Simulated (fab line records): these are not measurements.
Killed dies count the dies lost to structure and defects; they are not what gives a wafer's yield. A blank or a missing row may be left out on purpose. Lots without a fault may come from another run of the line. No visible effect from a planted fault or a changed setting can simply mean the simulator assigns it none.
A lot that was struck, set against a sound lot :: flow rit-cmos :: 22 steps out of a route of 202
Sound: these wafers, L595.2, L595.3, L595.4. Wafers L582.1, L582.3, L582.5 were the ones struck. At the end, the cause is stated.
Each step with rows lists, per side, the tool, then ch with its chambers, then its first start. Under that, the readings that differ: sound wafers :: struck wafers :: difference of the means :: sigmas: that difference in standard deviations of wafers without a fault.
alike: readings whose means differ by less than 2 such deviations, and words and numbers that are the same on both sides. not compared: withheld readings, readings that some wafer has no value for, bounds like >300 that may hide the same value, and numbers for which the record gives no deviation and whose values overlap.
The two part at a step that has a row with sigmas, a row that says differs or no value, or rows on one side only. Numbers that have no deviation but don't overlap get no sigmas and don't part them. A reading that every wafer of one side lacks parts them only if that side has two wafers or more.

first, 2 steps without rows for these wafers: RIT_NSD_HARDBAKE_07 (time 60 s); RIT_NSD_IMPLANT_08.
RIT_NSD_STRIP_09: strips in O2, time 180 s.
  sound on plasma-asher-04 ch 0,1, day 6 02:46; struck on plasma-asher-03 ch 0,1, day 3 10:39
  alike: chamber-pressure-mTorr, drypump-motor-current-A
  not compared: rf-hours-counter-h
RIT_NSD_TW_MEAS_10:
  sound: film-metro-03 at day 6 02:57; struck: film-metro-03 at day 3 10:49
  alike: NSD_TW
then, 6 steps without rows for these wafers: RIT_PSD_HMDS_00 (prime time 60 s); RIT_PSD_COAT_01 (resist thk 1000 nm); RIT_PSD_SOFTBAKE_02 (time 60 s); RIT_PSD_EXPOSE_03 (exposes mask M10, target cd 40900 nm); RIT_PSD_PEB_04; RIT_PSD_DEVELOP_05 (develop time 50 s).
RIT_PSD_OVL_MEAS_06:
  sound: overlay-01 at day 6 03:55; struck: overlay-02 at day 3 11:52
reading: PSD_OVL (nm)
sound: 2.4 3.3 3.4
struck: -0.2 -1.5 0.4
difference: -3.5
sigmas: -2
then, 1 step without rows for these wafers: RIT_PSD_HARDBAKE_07 (time 60 s).
RIT_PSD_IMPLANT_08:
  sound on implanter-03 ch 0, day 6 04:07; struck on implanter-03 ch 0, day 3 12:22
  alike: dose-ions-cm2
RIT_PSD_STRIP_09: strips in O2, time 180 s.
  sound on plasma-asher-03 ch 0,1, day 6 04:14; struck on plasma-asher-01 ch 0,1, day 3 12:31
  alike: chamber-pressure-mTorr, drypump-motor-current-A
  not compared: rf-hours-counter-h
RIT_PSD_TW_MEAS_10:
  sound: film-metro-03 at day 6 04:25; struck: film-metro-03 at day 3 12:41
reading: PSD_TW
sound: 3453 3468 3446
struck: 3616 3606 3595
difference: +150
sigmas: +6
then, 3 steps without rows for these wafers: RIT_SDANNEAL_CLEAN_00 (cleans in SC1, time 600 s); RIT_SDANNEAL_CLEAN_01 (cleans in dHF, time 29.45 s); RIT_SDANNEAL_CLEAN_02 (cleans in SC2, time 600 s).
RIT_SDANNEAL_RTA_03: time 5 s.
  sound on rtp-anneal-02 ch 0, day 6 04:55; struck on rtp-anneal-01 ch 0, day 3 13:07
  alike: wafer_temp_C_max
RIT_SDANNEAL_RS_MEAS_04: the measuring method here is four-point-probe.
  sound: film-metro-02 at day 6 04:59; struck: film-metro-02 at day 3 13:14
reading: PSD_RS (ohm/sq)
sound: 116.0 116.1 116.6
struck: 107.5 107.5 107.5
difference: -8.7
sigmas: -29
RIT_SDANNEAL_RS_MEAS_05: the measuring method here is four-point-probe.
  sound: film-metro-02 at day 6 05:07; struck: film-metro-02 at day 3 13:21
reading: NSD_RS (ohm/sq)
sound: 84.5 84.2 84.4
struck: 83.8 83.7 83.5
difference: -0.7
sigmas: -2
RIT_M1_PROBE_99:
  sound: prober-01 at day 6 12:52; struck: prober-01 at day 4 04:21
  alike: killed-at-front-end, killed-dies, killed-open, killed-short

## WHERE THEY PART
First at RIT_PSD_OVL_MEAS_06; last, within this record, at RIT_SDANNEAL_RS_MEAS_05. Later steps at which nothing parts them and some readings are alike: RIT_M1_PROBE_99.

WHY: what the simulator had put in
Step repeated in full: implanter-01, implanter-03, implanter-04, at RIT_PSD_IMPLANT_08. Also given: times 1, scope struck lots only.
